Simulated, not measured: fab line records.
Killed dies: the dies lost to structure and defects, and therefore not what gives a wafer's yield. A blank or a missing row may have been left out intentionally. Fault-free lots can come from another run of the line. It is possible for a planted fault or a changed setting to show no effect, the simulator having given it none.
fab line records | flow rit_cmos
[record] lots = 5 | wafers = 27
route steps=202 shown GATE@91 SPACER@130 NSD@131 PSD@151 SDANNEAL@153 SILICIDE@162 M1@200
start_h: the number of hours between the record's first day and the start of the first shown wafer of the lot | wait_h: how many hours have passed since the lot's step before this one | " repeats the value in the row above | L1.1+2: a row that stands for several wafers | - either no value or no given start | * or withheld: withheld | < > ~ a bound
route shown NAME@n: NAME is a module with steps in the file, n the number in the route of the first one | usual: mean and standard deviation over wafers with no fault | same: alike in all rows | chamber/n: place in a boat | sites: the reading at each site | _std_site: standard deviation of those values | _edge_site: the outer-site mean with the inner-site mean subtracted | radius_mm: for every site, how far away it sits from the centre of the wafer | mask NAME#n: copy n | behind: the last tool/chamber to shape the wafer | hold: reason for holding the lot/hours on hold/outcome of the hold | device: names the non-switching transistor (n, p or np) | end of line: the tests these same wafers got at the end of their route | step lacking rows: just its recipe | killed: dies lost to structure and defects at the first sort, not the wafer's yield | map: per-die view of a wafer (x killed, . not killed, _ where there is no die)
set.NAME: the setting as run; set.NAME@STEP: as run at that earlier step | model.NAME: the simulator's own value behind a step, which no gauge read
lots where settings were altered on purpose, with a table for each step and a row for each wafer
[[steps]]
[step RIT_GATE_DEVELOP_15]
[recipe] resist = NOVOLAK | develop_time_s = 50 | dev_temp_c = 23
lot.wafer        | tool           | chamber | start_h | wait_h | set.develop_time_s
L075.1+3+5       | litho_track-01 | 0       | -       | -      | 50
L075.2+4+6       | "              | 0       | "       | "      | 76.41
L078.1+5+6       | litho_track-01 | 0       | -       | -      | 23.7
L078.2+3+4       | "              | 0       | "       | "      | 50
L079.1+2+3+4+5+6 | litho_track-04 | 0       | -       | -      | 50
L082.2+3+5       | litho_track-02 | 0       | -       | -      | 50
L084.1+2+5       | litho_track-02 | 0       | -       | -      | 50
L084.3+4+6       | "              | 0       | "       | "      | 20.01
[step RIT_SPACER_ETCHBACK_05]
[recipe] target_depth_a = 2500 | SF6_flow_sccm = 30 | CHF3_flow_sccm = 30 | target = Si3N4 | chemistry = SF6/CHF3 | pressure_mtorr = 40 | rf_w = 250 | time_s = 240 | stop_on = SiO2
[usual] oes_product_au = 0.855/0.011
lot.wafer | tool        | chamber | start_h | wait_h | set.target_depth_a | oes_product_au | model.etch.depth_nm | model.poly-Si_of_GATE_CVD_08.thk_nm | model.Si3N4_of_SPACER_CVD_03.thk_nm
L075.1    | rie_diel-02 | 2       | 52.97   | 0.1    | 1523               | 1.002          | 216.3               | 187                                 | 212.4
L075.2    | "           | 1       | "       | "      | 2500               | 0.855          | 251                 | 166.1                               | 195.8
L075.3    | "           | 0       | "       | "      | 2500               | 0.846          | 252.5               | 169.3                               | 198.8
L075.4    | "           | 1       | "       | "      | 2500               | 0.855          | 253                 | 167.8                               | 197.4
L075.5    | "           | 0       | "       | "      | 1523               | 0.978          | 210.4               | 188.7                               | 215.2
L075.6    | "           | 2       | "       | "      | 1523               | 0.992          | 216.3               | 186.8                               | 214.3
L078.1    | rie_diel-02 | 1       | 67.14   | 0.1    | 2500               | 0.851          | 251.3               | 168.5                               | 196.4
L078.2    | "           | 0       | "       | "      | 1214               | 0.975          | 177.1               | 197.3                               | 220
L078.3    | "           | 2       | "       | "      | 2500               | 0.840          | 251                 | 169.4                               | 196.4
L078.4    | "           | 2       | "       | "      | 1214               | 0.997          | 183.9               | 196.3                               | 220
L078.5    | "           | 1       | "       | "      | 1214               | 1.018          | 185.4               | 195.2                               | 218.8
L078.6    | "           | 0       | "       | "      | 2500               | 0.839          | 252.2               | 169.4                               | 199.5
L079.1    | rie_diel-03 | 2       | 71.59   | 0.1    | 2037               | 0.952          | 252.9               | 185                                 | 207.8
L079.2    | "           | 3       | "       | "      | 2500               | 0.858          | 253.5               | 176.5                               | 200.4
L079.3    | "           | 0       | "       | "      | 2500               | 0.861          | 252.3               | 172                                 | 196.6
L079.4    | "           | 1       | "       | "      | 2500               | 0.868          | 253.6               | 170.9                               | 197.4
L079.5    | "           | 1       | "       | "      | 2037               | 0.982          | 254.2               | 182.1                               | 206.8
L079.6    | "           | 0       | "       | "      | 2037               | 0.964          | 253.2               | 181.9                               | 206.1
L082.2    | rie_diel-02 | 1       | 86.71   | 0.0    | 2500               | 0.845          | 247.1               | 166.8                               | 192.1
L082.3    | "           | 0       | "       | "      | 2500               | 0.833          | 249.8               | 170.7                               | 197.5
L082.5    | "           | 2       | "       | "      | 2500               | 0.837          | 249                 | 170.1                               | 193.9
L084.1    | rie_diel-03 | 1       | 98.17   | 0.1    | 1449               | 1.020          | 208.7               | 189.1                               | 215.5
L084.2    | "           | 0       | "       | "      | 2500               | 0.857          | 251.6               | 169                                 | 196.6
L084.3    | "           | 2       | "       | "      | 1449               | 1.001          | 203.2               | 192.2                               | 216.1
L084.4    | "           | 3       | "       | "      | 2500               | 0.856          | 251.5               | 170.5                               | 199.1
L084.5    | "           | 3       | "       | "      | 1449               | 0.974          | 199.6               | 191.9                               | 217.9
L084.6    | "           | 2       | "       | "      | 2500               | 0.861          | 252.2               | 168.5                               | 198.4
[step RIT_NSD_HMDS_00]
[recipe] prime_time_s = 60 | prime_temp_c = 140
[step RIT_NSD_COAT_01]
[recipe] resist = NOVOLAK | spin_rpm = 3250 | resist_thk_nm = 1000
[step RIT_PSD_STRIP_09]
[recipe] chemistry = O2 | time_s = 180 | resist = NOVOLAK | platen_temp_c = withheld | power_w = 500 | pressure_mtorr = 4000 | o2_flow_sccm = 4000
[step RIT_SDANNEAL_CLEAN_00]
[recipe] chemistry = SC1 | mix = 3:3:50 | time_s = 600 | temp_c = 75
lot.wafer | tool         | chamber | start_h | wait_h | set.target_depth_a@SPACER_ETCHBACK_05 | model.SiO2_of_FOX2_OXIDATION_00.thk_nm
L075.1    | wet_bench-03 | 0       | 56.15   | 0.1    | 1523                                  | 193.3
L075.2    | "            | 0       | "       | "      | 2500                                  | 175.3
L075.3    | "            | 0       | "       | "      | 2500                                  | 176.8
L075.4    | "            | 0       | "       | "      | 2500                                  | 177.7
L075.5    | "            | 0       | "       | "      | 1523                                  | 193.2
L075.6    | "            | 0       | "       | "      | 1523                                  | 189.6
L078.1    | wet_bench-03 | 2       | 70.33   | 0.1    | 2500                                  | 172.3
L078.2    | "            | 2       | "       | "      | 1214                                  | 194.4
L078.3    | "            | 2       | "       | "      | 2500                                  | 169.6
L078.4    | "            | 2       | "       | "      | 1214                                  | 192.6
L078.5    | "            | 2       | "       | "      | 1214                                  | 189.9
L078.6    | "            | 2       | "       | "      | 2500                                  | 174.6
L079.1    | wet_bench-03 | 1       | 74.79   | 0.1    | 2037                                  | 190
L079.2    | "            | 1       | "       | "      | 2500                                  | 180.1
L079.3    | "            | 1       | "       | "      | 2500                                  | 182.3
L079.4    | "            | 1       | "       | "      | 2500                                  | 180.5
L079.5    | "            | 1       | "       | "      | 2037                                  | 179.9
L079.6    | "            | 1       | "       | "      | 2037                                  | 186
L082.2    | wet_bench-01 | 2       | 89.83   | 0.0    | 2500                                  | 164.1
L082.3    | "            | 2       | "       | "      | 2500                                  | 165.1
L082.5    | "            | 2       | "       | "      | 2500                                  | 164.4
L084.1    | wet_bench-04 | 0       | 101.41  | 0.1    | 1449                                  | 192
L084.2    | "            | 0       | "       | "      | 2500                                  | 172.6
L084.3    | "            | 0       | "       | "      | 1449                                  | 191.5
L084.4    | "            | 0       | "       | "      | 2500                                  | 170.8
L084.5    | "            | 0       | "       | "      | 1449                                  | 191.8
L084.6    | "            | 0       | "       | "      | 2500                                  | 175.5
[step RIT_SILICIDE_SPUTTER_01]
[recipe] material = Ti | target_thk_nm = 30 | power_w = 350 | chamber_pressure_pa = 0.667 | gas = Ar | time_s = 240 | substrate_temp_c = 25
lot.wafer | tool           | chamber | start_h | wait_h | set.time_s | model.Ti_of_SILICIDE_SPUTTER_01.thk_nm
L075.1    | pvd_sputter-04 | -       | 57.08   | 0.0    | 240        | 30.27
L075.2    | "              | -       | "       | "      | 240        | 30.29
L075.3    | "              | -       | "       | "      | 330.2      | 41.89
L075.4    | "              | -       | "       | "      | 330.2      | 41.52
L075.5    | "              | -       | "       | "      | 240        | 30.34
L075.6    | "              | -       | "       | "      | 330.2      | 41.58
L078.1    | pvd_sputter-02 | -       | 71.25   | 0.0    | 240        | 29.31
L078.2    | "              | -       | "       | "      | 240        | 30.42
L078.3    | "              | -       | "       | "      | 240        | 29.73
L078.4    | "              | -       | "       | "      | 240        | 29.43
L078.5    | "              | -       | "       | "      | 240        | 30.26
L078.6    | "              | -       | "       | "      | 240        | 29.34
L079.1    | pvd_sputter-04 | -       | 75.72   | 0.0    | 184.6      | 22.36
L079.2    | "              | -       | "       | "      | 184.6      | 23.25
L079.3    | "              | -       | "       | "      | 240        | 29.75
L079.4    | "              | -       | "       | "      | 240        | 29.78
L079.5    | "              | -       | "       | "      | 240        | 29.53
L079.6    | "              | -       | "       | "      | 184.6      | 22.77
L082.2    | pvd_sputter-02 | -       | 91.11   | 0.0    | 240        | 29.4
L082.3    | "              | -       | "       | "      | 240        | 29.67
L082.5    | "              | -       | "       | "      | 240        | 29.52
L084.1    | pvd_sputter-04 | -       | 102.35  | 0.0    | 240        | 29.71
L084.2    | "              | -       | "       | "      | 240        | 30
L084.3    | "              | -       | "       | "      | 240        | 29.5
L084.4    | "              | -       | "       | "      | 240        | 29.24
L084.5    | "              | -       | "       | "      | 240        | 29.82
L084.6    | "              | -       | "       | "      | 240        | 29.57
[step RIT_SILICIDE_RS_MEAS_02]
[recipe] thk_meas_gauge = four-point-probe | reads = Ti_of_SILICIDE_SPUTTER_01
[usual] SILICIDE_TI_RS = 48.1/0.84
lot.wafer | tool          | chamber | start_h | wait_h | set.time_s@SILICIDE_SPUTTER_01 | SILICIDE_TI_RS[ohm/sq]
L075.1    | film_metro-03 | -       | 57.23   | 0.1    | 240                            | 47.4
L075.2    | "             | -       | "       | "      | 240                            | 47.3
L075.3    | "             | -       | "       | "      | 330.2                          | 31.7
L075.4    | "             | -       | "       | "      | 330.2                          | 32.0
L075.5    | "             | -       | "       | "      | 240                            | 47.2
L075.6    | "             | -       | "       | "      | 330.2                          | 32.0
L078.1    | film_metro-04 | -       | 71.40   | 0.1    | 240                            | 49.4
L078.2    | "             | -       | "       | "      | 240                            | 47.2
L078.3    | "             | -       | "       | "      | 240                            | 48.4
L078.4    | "             | -       | "       | "      | 240                            | 49.1
L078.5    | "             | -       | "       | "      | 240                            | 47.3
L078.6    | "             | -       | "       | "      | 240                            | 49.3
L079.1    | film_metro-04 | -       | 75.87   | 0.1    | 184.6                          | 69.3
L079.2    | "             | -       | "       | "      | 184.6                          | 66.1
L079.3    | "             | -       | "       | "      | 240                            | 48.3
L079.4    | "             | -       | "       | "      | 240                            | 48.5
L079.5    | "             | -       | "       | "      | 240                            | 48.7
L079.6    | "             | -       | "       | "      | 184.6                          | 67.9
L082.2    | film_metro-02 | -       | 91.28   | 0.1    | 240                            | 49.1
L082.3    | "             | -       | "       | "      | 240                            | 48.6
L082.5    | "             | -       | "       | "      | 240                            | 48.8
L084.1    | film_metro-04 | -       | 102.50  | 0.1    | 240                            | 48.6
L084.2    | "             | -       | "       | "      | 240                            | 48.0
L084.3    | "             | -       | "       | "      | 240                            | 48.9
L084.4    | "             | -       | "       | "      | 240                            | 49.4
L084.5    | "             | -       | "       | "      | 240                            | 48.3
L084.6    | "             | -       | "       | "      | 240                            | 48.8
[step RIT_SILICIDE_THK_MEAS_03]
[recipe] thk_meas_gauge = xrf | reads = Ti_of_SILICIDE_SPUTTER_01
[usual] SILICIDE_TI_THK = 30.1/0.42
lot.wafer | tool          | chamber | start_h | wait_h | set.time_s@SILICIDE_SPUTTER_01 | SILICIDE_TI_THK[nm]
L075.1    | film_metro-03 | -       | 57.35   | 0.1    | 240                            | 30.4
L075.2    | "             | -       | "       | "      | 240                            | 30.5
L075.3    | "             | -       | "       | "      | 330.2                          | 42.4
L075.4    | "             | -       | "       | "      | 330.2                          | 42.0
L075.5    | "             | -       | "       | "      | 240                            | 30.5
L075.6    | "             | -       | "       | "      | 330.2                          | 41.9
L078.1    | film_metro-04 | -       | 71.52   | 0.1    | 240                            | 29.5
L078.2    | "             | -       | "       | "      | 240                            | 30.5
L078.3    | "             | -       | "       | "      | 240                            | 29.9
L078.4    | "             | -       | "       | "      | 240                            | 29.7
L078.5    | "             | -       | "       | "      | 240                            | 30.6
L078.6    | "             | -       | "       | "      | 240                            | 29.4
L079.1    | film_metro-04 | -       | 75.99   | 0.1    | 184.6                          | 22.5
L079.2    | "             | -       | "       | "      | 184.6                          | 23.4
L079.3    | "             | -       | "       | "      | 240                            | 29.9
L079.4    | "             | -       | "       | "      | 240                            | 29.9
L079.5    | "             | -       | "       | "      | 240                            | 29.7
L079.6    | "             | -       | "       | "      | 184.6                          | 22.9
L082.2    | film_metro-02 | -       | 91.39   | 0.1    | 240                            | 29.5
L082.3    | "             | -       | "       | "      | 240                            | 29.8
L082.5    | "             | -       | "       | "      | 240                            | 29.7
L084.1    | film_metro-04 | -       | 102.62  | 0.1    | 240                            | 29.9
L084.2    | "             | -       | "       | "      | 240                            | 30.2
L084.3    | "             | -       | "       | "      | 240                            | 29.7
L084.4    | "             | -       | "       | "      | 240                            | 29.3
L084.5    | "             | -       | "       | "      | 240                            | 30.1
L084.6    | "             | -       | "       | "      | 240                            | 29.8
[step RIT_SILICIDE_RTA_04]
[recipe] temp_c = 650 | time_s = 10 | idle_temp_c = 25 | ramp_up_s = 5 | ramp_down_s = 5 | cool_to_c = 25 | ambient = N2
[step RIT_SILICIDE_WET_ETCH_05]
[recipe] chemistry = SPM | target = Ti | temp_c = 90 | time_s = 120 | dry = n2_spin
[step RIT_M1_ANNEAL_15]
[recipe] temp_c = 450 | time_s = 1800 | ambient = forming_gas_H2N2
[step RIT_M1_PROBE_99]
lot.wafer | tool      | chamber | start_h | wait_h | set.develop_time_s@GATE_DEVELOP_15 | model.etest.pmos_0p15.r_on_ohm_um | model.etest.pmos_turned.r_on_ohm_um | model.etest.pmos_0p3.r_on_ohm_um | model.etest.nmos_0p15.r_on_ohm_um | model.etest.nmos_0p3.r_on_ohm_um | model.etest.nmos_0p15.drive_ua_um
L075.1+5  | prober-01 | -       | 63.84   | 0.1    | 50                                 | -                                 | -                                   | -                                | -                                 | -                                | -
L075.2    | prober-01 | -       | 63.89   | 0.1    | 76.41                              | -                                 | -                                   | 4626                             | -                                 | 1691                             | -
L075.3    | prober-01 | -       | 63.94   | 0.2    | 50                                 | 2794                              | 3434                                | 6433                             | 1154                              | 2225                             | 464.3
L075.4    | prober-01 | -       | 63.99   | 0.2    | 76.41                              | -                                 | -                                   | 4796                             | -                                 | 1753                             | -
L075.6    | prober-01 | -       | 64.09   | 0.2    | 76.41                              | -                                 | -                                   | -                                | -                                 | -                                | -
L078.1    | prober-02 | -       | 78.25   | 0.1    | 23.7                               | 5978                              | 6635                                | 9390                             | 2119                              | 3086                             | 235.1
L078.2+4  | prober-02 | -       | 78.30   | 0.1    | 50                                 | -                                 | -                                   | -                                | -                                 | -                                | -
L078.3    | prober-02 | -       | 78.35   | 0.2    | 50                                 | 2648                              | 3315                                | 6122                             | 1105                              | 2120                             | 489.9
L078.5    | prober-02 | -       | 78.45   | 0.2    | 23.7                               | -                                 | -                                   | -                                | -                                 | -                                | -
L078.6    | prober-02 | -       | 78.50   | 0.2    | 23.7                               | 6116                              | 6809                                | 9645                             | 2126                              | 3140                             | 227
L079.1    | prober-01 | -       | 83.18   | 0.1    | 50                                 | 2762                              | 3484                                | 6350                             | 1069                              | 2161                             | 443
L079.2    | prober-01 | -       | 83.23   | 0.1    | 50                                 | 2620                              | 3322                                | 6120                             | 1062                              | 2097                             | 480.4
L079.3    | prober-01 | -       | 83.28   | 0.2    | 50                                 | 2804                              | 3517                                | 6229                             | 1179                              | 2180                             | 461.2
L079.4    | prober-01 | -       | 83.33   | 0.2    | 50                                 | 2786                              | 3489                                | 6324                             | 1180                              | 2198                             | 464.3
L079.5    | prober-01 | -       | 83.38   | 0.2    | 50                                 | 2672                              | 3391                                | 6181                             | 1054                              | 2117                             | 458.5
L079.6    | prober-01 | -       | 83.43   | 0.2    | 50                                 | 2637                              | 3322                                | 6187                             | 1024                              | 2077                             | 458.5
L082.2    | prober-02 | -       | 99.09   | 0.1    | 50                                 | 2989                              | 3739                                | 6481                             | 1205                              | 2200                             | 454.5
L082.3    | prober-02 | -       | 99.14   | 0.2    | 50                                 | 2823                              | 3525                                | 6332                             | 1089                              | 2113                             | 462.4
L082.5    | prober-02 | -       | 99.24   | 0.2    | 50                                 | 2935                              | 3627                                | 6426                             | 1156                              | 2164                             | 460
L084.1+5  | prober-02 | -       | 109.68  | 0.1    | 50                                 | -                                 | -                                   | -                                | -                                 | -                                | -
L084.2    | prober-02 | -       | 109.73  | 0.1    | 50                                 | 2824                              | 3534                                | 6453                             | 1179                              | 2217                             | 450.1
L084.3    | prober-02 | -       | 109.78  | 0.2    | 20.01                              | -                                 | -                                   | -                                | -                                 | -                                | -
L084.4    | prober-02 | -       | 109.83  | 0.2    | 20.01                              | 7089                              | 7737                                | 1.08e+04                         | 2444                              | 3447                             | 196.4
L084.6    | prober-02 | -       | 109.93  | 0.2    | 20.01                              | 7098                              | 7771                                | 1.069e+04                        | 2450                              | 3495                             | 194.4
// killed by level:class
L082.2 SPACER:geometric_particle:open=2 FOX2:geometric_particle:open=1 FOX2:geometric_particle:short=1 REOX:geometric_particle:short=1 SILICIDE:geometric_particle:open=1
L082.3 FOX1:geometric_particle:short=2 GATE:geometric_particle:open=1 SPACER:geometric_particle:short=1 SPACER:geometric_particle:open=1 SILICIDE:geometric_particle:open=1
L082.5 GATE:geometric_particle:short=1 GATE:geometric_particle:open=1 REOX:geometric_particle:short=1 SPACER:geometric_particle:open=1 SILICIDE:geometric_particle:short=1
[[key]]
[split] step = RIT_GATE_DEVELOP_15 | setting = develop_time_s | stated = 50 | by = wafer
[response] step = RIT_M1_PROBE_99 | reading = model.etest.pmos_0p15.r_on_ohm_um | change = -68.3 | per = 1% | r = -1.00
[response] step = RIT_M1_PROBE_99 | reading = model.etest.pmos_turned.r_on_ohm_um | change = -67.9 | per = 1% | r = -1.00
[response] step = RIT_M1_PROBE_99 | reading = model.etest.pmos_0p3.r_on_ohm_um | change = -57.6 | per = 1% | r = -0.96
[response] step = RIT_M1_PROBE_99 | reading = model.etest.nmos_0p15.r_on_ohm_um | change = -20.4 | per = 1% | r = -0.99
[response] step = RIT_M1_PROBE_99 | reading = model.etest.nmos_0p3.r_on_ohm_um | change = -16.8 | per = 1% | r = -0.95
[response] step = RIT_M1_PROBE_99 | reading = model.etest.nmos_0p15.drive_ua_um | change = +4.54 | per = 1% | r = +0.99
[split] step = RIT_SPACER_ETCHBACK_05 | setting = target_depth_a | stated = 2500 | by = wafer
[response] step = RIT_SPACER_ETCHBACK_05 | reading = oes_product_au | change = -0.00336 | per = 1% | r = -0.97
[response] step = RIT_SPACER_ETCHBACK_05 | reading = model.etch.depth_nm | change = +1.12 | per = 1% | r = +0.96
[response] step = RIT_SPACER_ETCHBACK_05 | reading = model.poly-Si_of_GATE_CVD_08.thk_nm | change = -0.521 | per = 1% | r = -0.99
[response] step = RIT_SPACER_ETCHBACK_05 | reading = model.Si3N4_of_SPACER_CVD_03.thk_nm | change = -0.435 | per = 1% | r = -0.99
[response] step = RIT_SDANNEAL_CLEAN_00 | reading = model.SiO2_of_FOX2_OXIDATION_00.thk_nm | change = -0.399 | per = 1% | r = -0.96
[split] step = RIT_SILICIDE_SPUTTER_01 | setting = time_s | stated = 240 | by = wafer
[response] step = RIT_SILICIDE_SPUTTER_01 | reading = model.Ti_of_SILICIDE_SPUTTER_01.thk_nm | change = +0.301 | per = 1% | r = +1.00
[response] step = RIT_SILICIDE_RS_MEAS_02 | reading = SILICIDE_TI_RS | change = -0.527 | per = 1% | r = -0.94
[response] step = RIT_SILICIDE_THK_MEAS_03 | reading = SILICIDE_TI_THK | change = +0.307 | per = 1% | r = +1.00
